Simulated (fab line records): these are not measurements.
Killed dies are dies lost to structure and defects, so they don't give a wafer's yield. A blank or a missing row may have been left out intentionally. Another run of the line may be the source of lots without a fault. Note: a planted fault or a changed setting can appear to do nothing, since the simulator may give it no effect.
One fault through the eyes of 2 desks :: flow berkeley-cmos170 :: each desk has only its own numbers; what lay behind them comes last

== AT THE METROLOGY DESK ==
What the gauges read for every lot (on any tool): the sampled wafers with a number, averaged. A lot is out of limits, marked OUT, if its mean lies more than 4 standard deviations from the usual mean; the brackets give that distance.
Columns: A = cd-nm at UCB170_CONTACT_CD_MEAS_15, usual 700.1 nm; B = cd-nm at UCB170_M3_CD_MEAS_90, usual 700.6 nm
lot: L559
first seen here: day 7 10:38
A: 701.3
B: 701.5

lot: L560
first seen here: day 7 10:52
A: 700.1
B: 699.7

lot: L562
first seen here: day 7 16:01
A: 700.0
B: 703.5

lot: L561
first seen here: day 7 17:50
A: 699.3
B: 698.9

lot: L563
first seen here: day 8 06:47
A: 700.8
B: 701.4

lot: L564
first seen here: day 8 07:02
A: 698.9
B: 702.2

lot: L566
first seen here: day 8 16:59
A: 699.1
B: 701.4

lot: L570
first seen here: day 9 21:46
A: 701.4
B: 693.2

lot: L575
first seen here: day 10 15:55
A: 701.6
B: 700.9

lot: L573
first seen here: day 10 16:12
A: 700.1
B: 694.1

lot: L576
first seen here: day 11 05:54
A: 698.6
B: 699.6

lot: L578
first seen here: day 11 06:54
A: 701.4
B: 702.4

lot: L579
first seen here: day 11 18:55
A: 699.7
B: 699.8

lot: L582
first seen here: day 11 21:18
A: 700.5
B: 701.8
Finding of this desk: none of the 14 lots has anything out of limits.

== FOR THE TOOL OWNER'S DESK: rie-metal-03 ==
The tool's own readings at UCB170_M3_METAL_ETCH_18 (etches Al in Cl2/BCl3, stops on SiO2, target depth 1170 nm, time 195 s): means of the sampled wafers that have a number, for each lot that ran on this tool. A lot is out of limits, marked OUT, if its mean lies more than 4 standard deviations from the usual mean; the brackets give that distance.
Columns: A = bcl3-flow-sccm at UCB170_M3_METAL_ETCH_18, usual 44.96 sccm; B = bias-w at UCB170_M3_METAL_ETCH_18, usual 120.0 W; C = drypump-motor-current-A at UCB170_M3_METAL_ETCH_18, usual 5.7 A; D = oes-product-au at UCB170_M3_METAL_ETCH_18, usual 0.842 a.u.; E = throttle-valve-pct at UCB170_M3_METAL_ETCH_18, usual 24.37 %
lot: L559
first seen here: day 8 05:16
A: 44.91
B: 120.1
C: 5.5
D: 0.838
E: 24.44

lot: L562
first seen here: day 8 13:12
A: 45.05
B: 120.1
C: 5.5
D: 0.844
E: 24.43

lot: L564
first seen here: day 9 06:17
A: 44.86
B: 120.0
C: 5.3
D: 0.853
E: 24.51

lot: L570
first seen here: day 10 16:59
A: 44.98
B: 120.0
C: 5.3
D: 0.790
E: 24.53

lot: L573
first seen here: day 11 11:44
A: 44.97
B: 120.0
C: 5.3
D: 0.797
E: 24.53
Finding of this desk: none of the 5 lots has anything out of limits.

== PUT TOGETHER ==
Nothing out of limits was seen by the metrology desk.
Nothing out of limits was seen by the tool owner's desk.

== WHAT HAD BEEN PUT IN BY THE SIMULATOR ==
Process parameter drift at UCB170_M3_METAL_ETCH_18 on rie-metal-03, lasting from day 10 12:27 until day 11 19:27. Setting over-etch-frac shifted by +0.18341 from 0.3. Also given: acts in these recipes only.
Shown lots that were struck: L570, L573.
